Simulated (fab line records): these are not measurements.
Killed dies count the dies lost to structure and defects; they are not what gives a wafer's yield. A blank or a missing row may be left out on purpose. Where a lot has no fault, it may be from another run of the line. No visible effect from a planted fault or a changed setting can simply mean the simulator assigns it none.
fab line records ; flow berkeley_cmos170
record lots=14; wafers=42; last_day=13
route steps=331 shown ACTIVE@72 SCREENOX@102 V1@257 V2@293
lots untouched by any fault: they come from a run of this same line in which no faults occurred
start_h: hours from the record's first day to the start of the lot's first wafer shown ; wait_h: how many hours have passed since the lot's step before this one ; " the same as in the row above ; L1.1+2: several wafers, shown together as one row ; - no value, or no start given ; * or withheld: withheld ; < > ~ a bound
route shown NAME@n: NAME is a module with steps in the file, n the number in the route of the first one ; usual: average and standard deviation across the fault-free wafers ; same: alike in all rows ; chamber/n: place in a boat ; sites: readings site by site ; _std_site: the values' standard deviation ; _edge_site: mean of outer sites minus mean of inner sites ; radius_mm: for every site, how far away it sits from the centre of the wafer ; mask NAME#n: copy n ; behind: the most recent tool/chamber to have shaped the wafer ; hold: why the lot went on hold/how many hours it stayed there/how the hold came to an end ; device: which transistor (n, p or np) failed to switch ; end of line: tests run on the same wafers once the route is complete ; a step given without rows: its recipe and nothing more ; killed: at the first sort, the dies lost to defects and structure; wafer yield is something else ; map: dies across one wafer; x = killed, . = not, _ = none there
set.NAME: the setting that was run; set.NAME@STEP: the one run at that earlier step ; model.NAME: the simulator's own value behind a step, which no gauge read
the route's steps for a sample of lots (tables are steps, rows are wafers)
## steps
# step UCB170_ACTIVE_DEVELOP_12
# recipe developer=TMAH; develop_time_s=45; resist=KrF; dev_temp_c=21
# usual chill_plate_temp_C=23.00/0.1; develop_time_s=45/0
lot.wafer;tool;chamber;start_h;wait_h;chill_plate_temp_C;develop_time_s
L475.2;litho_track-02;0;85;-;22.95;45
L475.3;litho_track-02;0;85;-;22.94;45
L475.5;litho_track-02;0;85;-;23.09;45
L477.3;litho_track-04;0;107;-;23.16;45
L477.4;litho_track-04;0;107;-;23.01;45
L477.5;litho_track-04;0;107;-;22.87;45
L478.1;litho_track-02;0;107;-;23.17;45
L478.5;litho_track-02;0;108;-;23.13;45
L478.6;litho_track-02;0;108;-;23.11;45
L479.1;litho_track-02;0;115;-;23.02;45
L479.2;litho_track-02;0;115;-;22.98;45
L479.3;litho_track-02;0;115;-;22.95;45
L481.4;litho_track-03;0;115;-;23.19;45
L481.5;litho_track-03;0;115;-;23.01;45
L481.6;litho_track-03;0;115;-;23.03;45
L480.2;litho_track-02;0;122;-;23.06;45
L480.5;litho_track-02;0;122;-;23.18;45
L480.6;litho_track-02;0;122;-;22.90;45
L484.3;litho_track-03;-;126;-;-;-
L484.5;litho_track-03;-;126;-;-;-
L484.6;litho_track-03;-;126;-;-;-
L485.1;litho_track-03;-;135;-;-;-
L485.4;litho_track-03;-;135;-;-;-
L485.6;litho_track-03;-;135;-;-;-
L486.1;litho_track-04;0;136;-;22.89;45
L486.4;litho_track-04;0;136;-;22.96;45
L486.5;litho_track-04;0;136;-;23.00;45
L488.1;litho_track-04;0;152;-;22.95;45
L488.2;litho_track-04;0;152;-;22.94;45
L488.4;litho_track-04;0;152;-;22.91;45
L494.2;litho_track-03;0;206;-;22.93;45
L494.3;litho_track-03;0;206;-;22.92;45
L494.5;litho_track-03;0;206;-;22.94;45
L496.2;litho_track-04;0;213;-;23.03;45
L496.5;litho_track-04;0;213;-;22.84;45
L496.6;litho_track-04;0;213;-;22.89;45
L497.1;litho_track-03;0;213;-;22.87;45
L497.4;litho_track-03;0;213;-;22.96;45
L497.6;litho_track-03;0;213;-;22.99;45
L495.2;litho_track-04;0;213;-;23.03;45
L495.3;litho_track-04;0;213;-;23.06;45
L495.6;litho_track-04;0;213;-;23.05;45
# step UCB170_SCREENOX_THK_MEAS_02
# recipe reads=SiO2_of_SCREENOX_OXIDATION_01
# usual SCREENOX_OXIDE_THK=14.40/0.28
lot.wafer;tool;chamber;start_h;wait_h;SCREENOX_OXIDE_THK[nm]
L475.2;film_metro-02;-;111.16;0.1;14.45
L475.3;film_metro-02;-;111.16;0.1;14.30
L475.5;film_metro-02;-;111.16;0.1;14.25
L478.1;film_metro-02;-;138.21;0.0;14.76
L478.5;film_metro-02;-;138.21;0.0;14.60
L478.6;film_metro-02;-;138.21;0.0;14.46
L477.3;film_metro-04;-;138.23;0.0;14.66
L477.4;film_metro-04;-;138.23;0.0;14.92
L477.5;film_metro-04;-;138.23;0.0;14.82
L479.1;film_metro-01;-;146.83;0.0;14.50
L479.2;film_metro-01;-;146.83;0.0;14.43
L479.3;film_metro-01;-;146.83;0.0;14.46
L481.4;film_metro-02;-;146.86;0.0;14.72
L481.5;film_metro-02;-;146.86;0.0;14.68
L481.6;film_metro-02;-;146.86;0.0;14.75
L480.2;film_metro-04;-;155.93;0.1;14.53
L480.5;film_metro-04;-;155.93;0.1;14.76
L480.6;film_metro-04;-;155.93;0.1;15.06
L486.1;film_metro-01;-;169.88;0.0;14.54
L486.4;film_metro-01;-;169.88;0.0;14.44
L486.5;film_metro-01;-;169.88;0.0;14.37
L488.1;film_metro-02;-;191.13;0.0;14.45
L488.2;film_metro-02;-;191.13;0.0;14.23
L488.4;film_metro-02;-;191.13;0.0;14.79
L494.2;film_metro-02;-;237.63;0.0;14.26
L494.3;film_metro-02;-;237.63;0.0;13.91
L494.5;film_metro-02;-;237.63;0.0;14.28
L497.1;film_metro-01;-;246.07;0.0;14.65
L497.4;film_metro-01;-;246.07;0.0;14.50
L497.6;film_metro-01;-;246.07;0.0;14.51
L495.2;film_metro-02;-;246.14;0.1;14.42
L495.3;film_metro-02;-;246.14;0.1;14.23
L495.6;film_metro-02;-;246.14;0.1;14.61
L496.2;film_metro-01;-;246.14;0.1;13.91
L496.5;film_metro-01;-;246.14;0.1;13.88
L496.6;film_metro-01;-;246.14;0.1;14.14
# step UCB170_V1_BOW_MEAS_03
# recipe mode=bow
# usual V1_BOW=19/6.7
lot.wafer;tool;chamber;start_h;wait_h;V1_BOW[um]
L475.2;film_metro-01;-;171.50;0.2;11
L475.3;film_metro-01;-;171.50;0.2;18
L475.5;film_metro-01;-;171.50;0.2;24
L477.3;film_metro-01;-;196.60;0.3;22
L477.4;film_metro-01;-;196.60;0.3;24
L477.5;film_metro-01;-;196.60;0.3;29
L478.1;film_metro-03;-;197.89;0.1;31
L478.5;film_metro-03;-;197.89;0.1;14
L478.6;film_metro-03;-;197.89;0.1;18
L479.1;film_metro-01;-;202.93;0.2;11
L479.2;film_metro-01;-;202.93;0.2;26
L479.3;film_metro-01;-;202.93;0.2;22
L481.4;film_metro-03;-;205.13;0.3;19
L481.5;film_metro-03;-;205.13;0.3;15
L481.6;film_metro-03;-;205.13;0.3;12
L480.2;film_metro-03;-;217.34;0.2;10
L480.5;film_metro-03;-;217.34;0.2;25
L480.6;film_metro-03;-;217.34;0.2;28
L486.1;film_metro-02;-;229.49;0.2;22
L486.4;film_metro-02;-;229.49;0.2;13
L486.5;film_metro-02;-;229.49;0.2;8
L488.1;film_metro-03;-;252.53;0.2;13
L488.2;film_metro-03;-;252.53;0.2;3
L488.4;film_metro-03;-;252.53;0.2;14
L494.2;film_metro-01;-;285.66;0.2;22
L494.3;film_metro-01;-;285.66;0.2;16
L494.5;film_metro-01;-;285.66;0.2;20
L496.2;film_metro-01;-;301.20;0.2;29
L496.5;film_metro-01;-;301.20;0.2;13
L496.6;film_metro-01;-;301.20;0.2;16
L497.1;film_metro-01;-;302.52;0.2;21
L497.4;film_metro-01;-;302.52;0.2;24
L497.6;film_metro-01;-;302.52;0.2;24
L495.2;film_metro-01;-;303.87;0.2;21
L495.3;film_metro-01;-;303.87;0.2;25
L495.6;film_metro-01;-;303.87;0.2;25
# step UCB170_V2_THK_MEAS_01
# recipe reads=SiO2_of_V2_CVD_00
# usual V2_TEOS_THK=1997/26
lot.wafer;tool;chamber;start_h;wait_h;V2_TEOS_THK[nm]
L475.2;film_metro-03;-;179.86;0.1;1985
L475.3;film_metro-03;-;179.86;0.1;2004
L475.5;film_metro-03;-;179.86;0.1;2005
L477.3;film_metro-03;-;202.48;0.1;1946
L477.4;film_metro-03;-;202.48;0.1;1989
L477.5;film_metro-03;-;202.48;0.1;1972
L478.1;film_metro-03;-;203.75;0.1;1996
L478.5;film_metro-03;-;203.75;0.1;1983
L478.6;film_metro-03;-;203.75;0.1;1998
L479.1;film_metro-02;-;207.77;0.1;1977
L479.2;film_metro-02;-;207.77;0.1;1962
L479.3;film_metro-02;-;207.77;0.1;1991
L481.4;film_metro-02;-;210.27;0.0;2021
L481.5;film_metro-02;-;210.27;0.0;2002
L481.6;film_metro-02;-;210.27;0.0;1984
L480.2;film_metro-04;-;222.61;0.1;1993
L480.5;film_metro-04;-;222.61;0.1;2030
L480.6;film_metro-04;-;222.61;0.1;1988
L486.1;film_metro-02;-;234.49;0.1;1960
L486.4;film_metro-02;-;234.49;0.1;1993
L486.5;film_metro-02;-;234.49;0.1;1999
L488.1;film_metro-02;-;257.60;0.1;2010
L488.2;film_metro-02;-;257.60;0.1;2012
L488.4;film_metro-02;-;257.60;0.1;2014
L494.2;film_metro-04;-;290.71;0.1;2005
L494.3;film_metro-04;-;290.71;0.1;2009
L494.5;film_metro-04;-;290.71;0.1;2021
L497.1;film_metro-03;-;309.22;0.2;1955
L497.4;film_metro-03;-;309.22;0.2;1982
L497.6;film_metro-03;-;309.22;0.2;1982
L496.2;film_metro-02;-;309.88;0.1;1994
L496.5;film_metro-02;-;309.88;0.1;1988
L496.6;film_metro-02;-;309.88;0.1;2032
L495.2;film_metro-03;-;310.97;0.2;2004
L495.3;film_metro-03;-;310.97;0.2;2012
L495.6;film_metro-03;-;310.97;0.2;2009
## key
first_sign step=UCB170_ACTIVE_DEVELOP_12; reading=tool_record; direction=missing
effect none on later readings
met_at UCB170_ACTIVE_DEVELOP_12
struck_lots L484,L485
later_rows_left_out L484.3,L484.5,L484.6,L485.1,L485.4,L485.6
sort_left_out L484.3,L484.5,L484.6,L485.1,L485.4,L485.6
tester_left_out L484,L485
not_acting_at UCB170_SCREENOX_THK_MEAS_02,UCB170_V1_BOW_MEAS_03,UCB170_V2_THK_MEAS_01
fault kind=skipped_step_whole; tool=litho_track-03; chamber=-; onset_h=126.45; steps=UCB170_ACTIVE_DEVELOP_12; scope=struck_lots_only
# tester_left_out: of these lots the tester's yield and bins aren't shown, on N5 and GAA mostly nor the transistor test; their killed dies are dies lost to structure and defects alone, not to doping, threshold or leakage, so they don't give the yield
# sort_left_out: the simulated sort isn't trusted on such a fault, so these wafers' sort isn't shown, and their yield isn't known
# later_rows_left_out: the simulator's readings of these wafers behind a module that went badly wrong aren't trusted and aren't shown, but for the sort
